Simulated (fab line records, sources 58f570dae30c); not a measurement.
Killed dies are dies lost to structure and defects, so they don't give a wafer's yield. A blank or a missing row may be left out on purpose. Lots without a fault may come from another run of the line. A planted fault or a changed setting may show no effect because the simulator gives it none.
Which tool did it? | flow berkeley_cmos170 | 14 lots, 42 wafers sampled, at 5 steps of a route of 331

WHAT THE GAUGES READ, wafer by wafer
UCB170_NWELL_OVL_MEAS_12. Usual: NWELL_OVL 0 nm, standard deviation 5.
lot  | measured    | on         | NWELL_OVL (nm) | flag
L975 | day 2 15:59 | overlay-02 | 0 -6 -7        |
L973 | day 2 16:40 | overlay-02 | -4 -6 -7       |
L976 | day 3 02:29 | overlay-02 | -1 -2 0        |
L977 | day 3 10:58 | overlay-02 | -5 -4 -6       |
L978 | day 3 14:35 | overlay-02 | 0 -2 3         |
L979 | day 3 20:47 | overlay-01 | 0 -2 0         |
L980 | day 3 21:23 | overlay-02 | -1 -1 -5       |
L984 | day 4 15:11 | overlay-02 | 10 7 6         |
L985 | day 5 03:01 | overlay-01 | 5 0 -1         |
L991 | day 6 14:01 | overlay-01 | 8 -7 11        |
L993 | day 6 20:52 | overlay-02 | -1 -3 -10      |
L994 | day 6 21:33 | overlay-02 | 1 7 6          |
L996 | day 7 02:21 | overlay-02 | -3 -1 4        |
L995 | day 7 02:28 | overlay-01 | -4 -6 -10      |

UCB170_NWELL_TW_MEAS_16. Usual: NWELL_TW 1238, standard deviation 7.5.
lot  | measured    | on            | NWELL_TW       | flag
L975 | day 2 16:22 | film_metro-03 | 1241 1229 1230 |
L973 | day 2 17:04 | film_metro-03 | 1225 1230 1231 |
L976 | day 3 02:52 | film_metro-04 | 1241 1240 1243 |
L977 | day 3 11:21 | film_metro-03 | 1236 1228 1230 |
L978 | day 3 14:58 | film_metro-03 | 1223 1235 1230 |
L979 | day 3 21:11 | film_metro-03 | 1225 1228 1228 |
L980 | day 3 21:47 | film_metro-03 | 1239 1228 1234 |
L984 | day 4 15:35 | film_metro-03 | 1238 1235 1238 |
L985 | day 5 03:24 | film_metro-01 | 1242 1241 1239 |
L991 | day 6 14:25 | film_metro-01 | 1252 1247 1255 |
L993 | day 6 21:16 | film_metro-01 | 1248 1251 1248 |
L994 | day 6 21:56 | film_metro-01 | 1245 1245 1251 |
L996 | day 7 02:44 | film_metro-04 | 1234 1235 1239 |
L995 | day 7 02:52 | film_metro-01 | 1238 1245 1242 |

UCB170_GATE_CD_MEAS_90: target cd 350 nm. Usual: cd_nm 350.8 nm, standard deviation 1.5.
lot  | measured     | on        | cd_nm (nm)        | flag
L975 | day 7 11:22  | cd_sem-02 | 351.5 350.3 350.5 |
L973 | day 7 11:19  | cd_sem-01 | 347.9 348.7 350.0 |
L976 | day 8 00:16  | cd_sem-02 | 350.9 352.1 351.1 |
L977 | day 8 00:26  | cd_sem-02 | 351.2 352.0 350.7 |
L978 | day 8 11:47  | cd_sem-02 | 351.6 352.0 351.2 |
L979 | day 8 11:34  | cd_sem-02 | 352.0 352.7 352.3 |
L980 | day 8 10:55  | cd_sem-02 | 349.8 349.5 350.0 |
L984 | day 9 11:20  | cd_sem-02 | - - -             | OFF
L985 | day 9 11:12  | cd_sem-01 | - - -             | OFF
L991 | day 10 20:15 | cd_sem-01 | 350.6 351.1 350.3 |
L993 | day 11 13:13 | cd_sem-02 | 351.6 350.9 350.7 |
L994 | day 11 12:56 | cd_sem-02 | 351.9 351.3 350.6 |
L996 | day 11 13:39 | cd_sem-02 | 351.7 352.0 351.6 |
L995 | day 11 13:46 | cd_sem-02 | 351.9 351.2 351.6 |

WHICH TOOL RAN EACH LOT (tool, then ch and the chambers of the sampled wafers, then the start)
lot  | UCB170_GATE_ETCH_14                | UCB170_GATE_ETCH_15
L975 | rie_diel-02 ch 2,3, day 7 11:08    | rie_si-01 ch 1,2, day 7 11:11
L973 | rie_diel-03 ch 0,1,2, day 7 11:05  | rie_si-02 ch 0,1, day 7 11:08
L976 | rie_diel-04 ch 0,2,3, day 8 00:05  | rie_si-02 ch 1,2,3, day 8 00:08
L977 | rie_diel-03 ch 0,1,3, day 8 00:12  | rie_si-01 ch 0,2, day 8 00:15
L978 | rie_diel-02 ch 0,2,3, day 8 11:19  | rie_si-02 ch 0,2,3, day 8 11:22
L979 | rie_diel-03 ch 0,1,3, day 8 11:10  | rie_si-01 ch 0,1, day 8 11:13
L980 | rie_diel-04 ch 0,2,3, day 8 10:41  | rie_si-02 ch 0,1,3, day 8 10:44
L984 | rie_diel-04 ch 0,3, day 9 11:06    | rie_si-01 ch 0,1,3, day 9 11:08
L985 | rie_diel-02 ch 0,1, day 9 10:59    | rie_si-02 ch 0,1,2, day 9 11:03
L991 | rie_diel-04 ch 1,2,3, day 10 20:01 | rie_si-01 ch 1,2, day 10 20:04
L993 | rie_diel-02 ch 0,1,2, day 11 12:50 | rie_si-02 ch 0,2, day 11 12:53
L994 | rie_diel-04 ch 0,1,3, day 11 12:36 | rie_si-02 ch 0,1, day 11 12:39
L996 | rie_diel-04 ch 0,1, day 11 13:26   | rie_si-01 ch 0,3, day 11 13:29
L995 | rie_diel-03 ch 0,1, day 11 13:34   | rie_si-02 ch 1,3, day 11 13:37
- UCB170_GATE_ETCH_14: etches BARC in N2/H2.
- UCB170_GATE_ETCH_15: etches poly-Si in HBr/Cl2, stops on SiO2, time 56.3 s, target depth 278.2 nm.

WHAT THE TOOLS THEMSELVES READ (means of the sampled wafers that have a number; where no wafer has one, the mark that the record gives instead)
UCB170_GATE_ETCH_14. Usual: bias_w 100.0 W, standard deviation 0.32; chamber_pressure_mTorr 29.996 mTorr, standard deviation 0.028; drypump_motor_current_A 5.9 A, standard deviation 0.38; h2_flow_sccm 199.9 sccm, standard deviation 0.57; oes_product_au 1.001 a.u., standard deviation 0.019; throttle_valve_pct 13.28 %, standard deviation 0.21.
lot  | tool        | bias_w (W) | chamber_pressure_mTorr (mTorr) | drypump_motor_current_A (A) | h2_flow_sccm (sccm) | oes_product_au (a.u.) | throttle_valve_pct (%) | flag
L975 | rie_diel-02 | 100.2      | 29.981                         | 5.4                         | 200.1               | 1.006                 | 13.31                  |
L973 | rie_diel-03 | 100.3      | 29.999                         | 5.9                         | 200.4               | 1.001                 | 13.07                  |
L976 | rie_diel-04 | 100.1      | 30.009                         | 6.0                         | 199.9               | 1.000                 | 13.34                  |
L977 | rie_diel-03 | 100.0      | 29.989                         | 5.8                         | 199.7               | 1.004                 | 13.19                  |
L978 | rie_diel-02 | 100.1      | 30.003                         | 5.7                         | 199.9               | 0.994                 | 13.26                  |
L979 | rie_diel-03 | 100.2      | 30.019                         | 5.8                         | 199.4               | 1.010                 | 13.19                  |
L980 | rie_diel-04 | 100.0      | 30.000                         | 6.0                         | 199.9               | 0.992                 | 13.34                  |
L984 | rie_diel-04 | 100.1      | 29.994                         | 5.9                         | 199.7               | 0.981                 | 13.45                  |
L985 | rie_diel-02 | 99.9       | 30.003                         | 6.6                         | 200.1               | 1.008                 | 13.14                  |
L991 | rie_diel-04 | 99.8       | 30.012                         | 5.8                         | 200.3               | 1.014                 | 13.43                  |
L993 | rie_diel-02 | 99.6       | 29.998                         | 6.1                         | 200.0               | 0.997                 | 13.23                  |
L994 | rie_diel-04 | 100.1      | 29.987                         | 5.7                         | 200.8               | 0.996                 | 13.53                  |
L996 | rie_diel-04 | 100.1      | 29.979                         | 5.9                         | 200.1               | 0.986                 | 13.53                  |
L995 | rie_diel-03 | 100.2      | 29.985                         | 5.9                         | 200.2               | 0.982                 | 13.07                  |

UCB170_GATE_ETCH_15. Usual: HBr_flow_sccm 150.0 sccm, standard deviation 0.39; bias_w 149.9 W, standard deviation 0.47; drypump_motor_current_A 5.8 A, standard deviation 0.55; oes_product_au 0.839 a.u., standard deviation 0.012; throttle_valve_pct 26.41 %, standard deviation 0.25.
lot  | tool      | HBr_flow_sccm (sccm) | bias_w (W) | drypump_motor_current_A (A) | oes_product_au (a.u.) | throttle_valve_pct (%) | flag
L975 | rie_si-01 | 150.7                | 150.2      | 6.7                         | 0.836                 | 26.44                  |
L973 | rie_si-02 | 150.0                | 150.6      | 5.5                         | 0.833                 | 26.28                  |
L976 | rie_si-02 | 150.1                | 149.7      | 5.5                         | 0.829                 | 26.30                  |
L977 | rie_si-01 | 150.4                | 149.9      | 6.5                         | 0.843                 | 26.41                  |
L978 | rie_si-02 | 149.7                | 149.8      | 5.2                         | 0.850                 | 26.44                  |
L979 | rie_si-01 | 150.6                | 149.1      | 6.0                         | 0.859                 | 26.46                  |
L980 | rie_si-02 | 150.0                | 150.0      | 5.4                         | 0.847                 | 26.21                  |
L984 | rie_si-01 | -                    | -          | -                           | -                     | -                      | OFF
L985 | rie_si-02 | -                    | -          | -                           | -                     | -                      | OFF
L991 | rie_si-01 | 150.2                | 149.6      | 6.5                         | 0.834                 | 26.47                  |
L993 | rie_si-02 | 150.1                | 149.6      | 5.1                         | 0.847                 | 26.64                  |
L994 | rie_si-02 | 150.0                | 149.7      | 5.3                         | 0.853                 | 26.42                  |
L996 | rie_si-01 | 150.2                | 149.9      | 5.8                         | 0.838                 | 26.50                  |
L995 | rie_si-02 | 149.8                | 150.1      | 5.7                         | 0.838                 | 26.07                  |

THE ANSWER, worked out from the rows above alone
Rule: a lot is off if the mean of its wafers that have a number lies more than 3 standard deviations from the usual mean. A lot without any number at a reading at which 4 lots or more have one is off too. The other lots that the step has rows for count as sound. The gauges are gone through in route order, then the tools' own readings, and for those a lot's mean is taken as printed above. The first step at which some lot is off is used, and at that step the reading that is off furthest; a lot without a number counts as furthest.
Off: L984, L985, at UCB170_GATE_CD_MEAS_90 (cd_nm). Without a number there: L984, L985.
A tool fits if, at a process step before that reading, it ran every lot that is off, and no sound lot after the first of them. The gauges at UCB170_GATE_CD_MEAS_90 aren't tried: what is off there is off at UCB170_GATE_ETCH_15 too, on other tools, and a gauge's error can't cause that. None of those tried fits.

WHAT THE SIMULATOR HAD PUT IN
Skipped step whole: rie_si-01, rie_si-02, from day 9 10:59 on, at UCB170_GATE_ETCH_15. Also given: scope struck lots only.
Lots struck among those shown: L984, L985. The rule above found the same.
